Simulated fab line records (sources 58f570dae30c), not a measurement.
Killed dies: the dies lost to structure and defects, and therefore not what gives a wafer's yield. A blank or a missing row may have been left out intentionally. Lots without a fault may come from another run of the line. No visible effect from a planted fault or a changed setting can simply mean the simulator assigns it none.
Split-lot study / flow berkeley-cmos170 / 5 lots, 23 wafers read, on a route of 331 steps

SPLIT DETAILS
At UCB170_PSD_PEB_04, the setting peb-temp-c was moved away from the recipe's 130 C on 4 of the 23 wafers read, by -2.6% to -2.2%. For the rest of the wafers, this setting stayed at what the recipe calls for.

FROM THE SPLIT ON TO THE READING: in between, the file shows 1 step
- UCB170_PSD_DEVELOP_05: develop time 45 s

THE READING
cd-nm, in nm, at UCB170_PSD_CD_MEAS_06 (target cd 1200 nm). A value of 1199.8 nm with a standard deviation of 1.4 nm is what fault-free wafers of this fab line usually give.

wafer=L074.1; tool, chamber at the split=litho-track-03, 0; peb-temp-c as run, C=130; against the recipe=recipe; cd-nm, nm=1198.3; against lot-mates on the recipe=-
wafer=L074.2; tool, chamber at the split=litho-track-03, 0; peb-temp-c as run, C=130; against the recipe=recipe; cd-nm, nm=1199.1; against lot-mates on the recipe=-
wafer=L074.3; tool, chamber at the split=litho-track-03, 0; peb-temp-c as run, C=126.6; against the recipe=-2.6%; cd-nm, nm=1173.3; against lot-mates on the recipe=-25.7
wafer=L074.4; tool, chamber at the split=litho-track-03, 0; peb-temp-c as run, C=130; against the recipe=recipe; cd-nm, nm=1199.5; against lot-mates on the recipe=-
wafer=L074.6; tool, chamber at the split=litho-track-03, 0; peb-temp-c as run, C=126.6; against the recipe=-2.6%; cd-nm, nm=1174.5; against lot-mates on the recipe=-24.5
wafer=L077.1; tool, chamber at the split=litho-track-03, 0; peb-temp-c as run, C=130; against the recipe=recipe; cd-nm, nm=1200.1; against lot-mates on the recipe=-
wafer=L077.2; tool, chamber at the split=litho-track-03, 0; peb-temp-c as run, C=130; against the recipe=recipe; cd-nm, nm=1199.9; against lot-mates on the recipe=-
wafer=L077.3; tool, chamber at the split=litho-track-03, 0; peb-temp-c as run, C=130; against the recipe=recipe; cd-nm, nm=1200.3; against lot-mates on the recipe=-
wafer=L077.4; tool, chamber at the split=litho-track-03, 0; peb-temp-c as run, C=130; against the recipe=recipe; cd-nm, nm=1199.3; against lot-mates on the recipe=-
wafer=L077.6; tool, chamber at the split=litho-track-03, 0; peb-temp-c as run, C=130; against the recipe=recipe; cd-nm, nm=1200.6; against lot-mates on the recipe=-
wafer=L082.1; tool, chamber at the split=litho-track-03, 0; peb-temp-c as run, C=130; against the recipe=recipe; cd-nm, nm=1200.9; against lot-mates on the recipe=-
wafer=L082.2; tool, chamber at the split=litho-track-03, 0; peb-temp-c as run, C=130; against the recipe=recipe; cd-nm, nm=1199.1; against lot-mates on the recipe=-
wafer=L082.3; tool, chamber at the split=litho-track-03, 0; peb-temp-c as run, C=130; against the recipe=recipe; cd-nm, nm=1201.8; against lot-mates on the recipe=-
wafer=L082.4; tool, chamber at the split=litho-track-03, 0; peb-temp-c as run, C=130; against the recipe=recipe; cd-nm, nm=1201.6; against lot-mates on the recipe=-
wafer=L082.5; tool, chamber at the split=litho-track-03, 0; peb-temp-c as run, C=130; against the recipe=recipe; cd-nm, nm=1201.4; against lot-mates on the recipe=-
wafer=L083.1; tool, chamber at the split=litho-track-03, 0; peb-temp-c as run, C=130; against the recipe=recipe; cd-nm, nm=1199.0; against lot-mates on the recipe=-
wafer=L083.2; tool, chamber at the split=litho-track-03, 0; peb-temp-c as run, C=130; against the recipe=recipe; cd-nm, nm=1198.5; against lot-mates on the recipe=-
wafer=L083.3; tool, chamber at the split=litho-track-03, 0; peb-temp-c as run, C=127.2; against the recipe=-2.2%; cd-nm, nm=1177.3; against lot-mates on the recipe=-21.2
wafer=L083.4; tool, chamber at the split=litho-track-03, 0; peb-temp-c as run, C=127.2; against the recipe=-2.2%; cd-nm, nm=1177.0; against lot-mates on the recipe=-21.5
wafer=L083.6; tool, chamber at the split=litho-track-03, 0; peb-temp-c as run, C=130; against the recipe=recipe; cd-nm, nm=1198.1; against lot-mates on the recipe=-
wafer=L085.1; tool, chamber at the split=litho-track-02, 0; peb-temp-c as run, C=130; against the recipe=recipe; cd-nm, nm=1198.3; against lot-mates on the recipe=-
wafer=L085.3; tool, chamber at the split=litho-track-02, 0; peb-temp-c as run, C=130; against the recipe=recipe; cd-nm, nm=1197.7; against lot-mates on the recipe=-
wafer=L085.5; tool, chamber at the split=litho-track-02, 0; peb-temp-c as run, C=130; against the recipe=recipe; cd-nm, nm=1198.7; against lot-mates on the recipe=-

FIT RESULTS
A straight line over all 23 wafers: cd-nm changes by +10.1 nm for each +1% of peb-temp-c; r = +0.99; the points scatter about the line by 1.2 nm.
The same after taking each lot's own level away (the mean of its wafers on the recipe; 23 wafers): +9.72 nm for each +1%; r = +1.00; scatter 0.65 nm.
According to that fit, moving peb-temp-c by its largest amount changes the reading by 25 nm.
From 1198.23 to 1200.96 nm: that is the span of the lots' own levels, equal to 1.9 times the standard deviation above.
Hence the lot-to-lot level has little effect on the slope; both slopes agree.
Check: with one of the wafers moved furthest among these (-2.6%) left out of the fit, the line predicts -25.3 nm for it against its lot-mates. Against them it came out at -25.7 nm.

OTHER SPLITS ON THESE WAFERS
Note: prior to the reading, these wafers also went through further splits. Each is held against what the fit with the lots' levels taken away leaves over:
other split on the same wafers=UCB170_START_OXIDATION_02 ox-time-s; wafers away from the commonest value=18; r with cd-nm (lot level and that fit taken away)=+0.01
other split on the same wafers=UCB170_SACOX_OXIDATION_01 temp-c; wafers away from the commonest value=18; r with cd-nm (lot level and that fit taken away)=+0.01
other split on the same wafers=UCB170_NVT_IMPLANT_07 energy-kev; wafers away from the commonest value=7; r with cd-nm (lot level and that fit taken away)=+0.15
other split on the same wafers=UCB170_GATE_CVD_04 temp-c; wafers away from the commonest value=5; r with cd-nm (lot level and that fit taken away)=-0.15
other split on the same wafers=UCB170_GATE_ETCH_14 bias-w; wafers away from the commonest value=8; r with cd-nm (lot level and that fit taken away)=-0.24
other split on the same wafers=UCB170_NLDD_EXPOSE_03 dose-mj; wafers away from the commonest value=5; r with cd-nm (lot level and that fit taken away)=-0.15

FILE'S OWN FIT
cd-nm changes by +9.73 nm for each +1% of peb-temp-c, r = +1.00.
